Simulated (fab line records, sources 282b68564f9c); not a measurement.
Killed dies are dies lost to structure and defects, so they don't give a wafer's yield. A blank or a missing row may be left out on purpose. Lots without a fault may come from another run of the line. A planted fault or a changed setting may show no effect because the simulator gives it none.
Which tool did it? | flow rit_cmos | 14 lots, 42 wafers sampled, at 2 steps of a route of 202

WHAT THE GAUGES READ, wafer by wafer
The record holds no reading of a measuring or inspecting step that can be judged against a usual standard deviation.

WHICH TOOL RAN EACH LOT (tool, then ch and the chambers of the sampled wafers, then the start)
lot  | RIT_NWELL_DEVELOP_05             | RIT_M1_PROBE_99
L338 | litho_track-02 ch 0, day 2 09:00 | -
L340 | litho_track-04 ch 0, day 2 18:00 | -
L341 | litho_track-02 ch 0, day 2 22:00 | prober-02, day 4 13:28
L342 | litho_track-01 ch 0, day 2 23:00 | prober-01, day 4 18:48
L344 | litho_track-04 ch 0, day 3 09:00 | prober-01, day 5 02:46
L345 | litho_track-02 ch 0, day 3 14:00 | -
L347 | litho_track-04 ch 0, day 4 03:00 | -
L348 | litho_track-02 ch 0, day 4 06:00 | -
L349 | litho_track-02 ch 0, day 4 09:00 | -
L350 | litho_track-04 ch 0, day 4 16:00 | -
L351 | litho_track-02 ch 0, day 4 20:00 | -
L352 | litho_track-02 ch 0, day 5 02:00 | -
L355 | litho_track-04 ch 0, day 5 15:00 | prober-02, day 7 09:13
L360 | litho_track-04 ch 0, day 6 16:00 | -
- RIT_NWELL_DEVELOP_05: develop time 68 s.
- RIT_M1_PROBE_99

WHAT THE TOOLS THEMSELVES READ (means of the sampled wafers that have a number; where no wafer has one, the mark that the record gives instead)
RIT_NWELL_DEVELOP_05. Usual: developer_temp_C 23.01 C, standard deviation 0.093.
lot  | tool           | developer_temp_C (C) | flag
L338 | litho_track-02 | 22.99                |
L340 | litho_track-04 | 23.00                |
L341 | litho_track-02 | 22.99                |
L342 | litho_track-01 | 22.93                |
L344 | litho_track-04 | 23.08                |
L345 | litho_track-02 | 23.03                |
L347 | litho_track-04 | 22.92                |
L348 | litho_track-02 | 22.96                |
L349 | litho_track-02 | 22.96                |
L350 | litho_track-04 | 23.08                |
L351 | litho_track-02 | 23.91                | OFF
L352 | litho_track-02 | 23.85                | OFF
L355 | litho_track-04 | 22.99                |
L360 | litho_track-04 | 23.15                |

RIT_M1_PROBE_99. Usual: killed_at_contacts 0.0, standard deviation 0.18; killed_at_front_end 7, standard deviation 3; killed_dies 7, standard deviation 3; killed_open 3.6, standard deviation 1.9; killed_short 3.2, standard deviation 1.8.
lot  | tool      | killed_at_contacts | killed_at_front_end | killed_dies | killed_open | killed_short | flag
L341 | prober-02 | 0.0                | 3                   | 3           | 2.7         | 0.7          |
L342 | prober-01 | 0.0                | 6                   | 6           | 3.7         | 2.7          |
L344 | prober-01 | 0.0                | 9                   | 9           | 4.3         | 4.3          |
L355 | prober-02 | 0.0                | 6                   | 6           | 2.7         | 3.3          |

THE ANSWER, worked out from the rows above alone
Rule: a lot is off if the mean of its wafers that have a number lies more than 3 standard deviations from the usual mean. A lot without any number at a reading at which 4 lots or more have one is off too. The other lots that the step has rows for count as sound. The gauges are gone through in route order, then the tools' own readings, and for those a lot's mean is taken as printed above. The first step at which some lot is off is used, and at that step the reading that is off furthest; a lot without a number counts as furthest.
Off: L351, L352, at RIT_NWELL_DEVELOP_05 (developer_temp_C).
A tool fits if, at that step or a process step before it, it ran every lot that is off, and no sound lot after the first of them. One fits: litho_track-02 at RIT_NWELL_DEVELOP_05. Its last sound lot is L349 (day 4 09:00), its first lot that is off L351 (day 4 20:00): a fault that began between those two fits.
The tool's own readings at RIT_NWELL_DEVELOP_05 bear it out: on the lots that are off they differ by more than 5 times the standard deviation of the sound lots' means. developer_temp_C reads 23.88 C there against 23.01 C on the sound lots.

WHAT THE SIMULATOR HAD PUT IN
Process parameter drift: litho_track-02, from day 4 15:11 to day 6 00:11, at RIT_NWELL_DEVELOP_05. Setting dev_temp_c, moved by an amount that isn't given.
Lots struck among those shown: L351, L352. The rule above found the same.
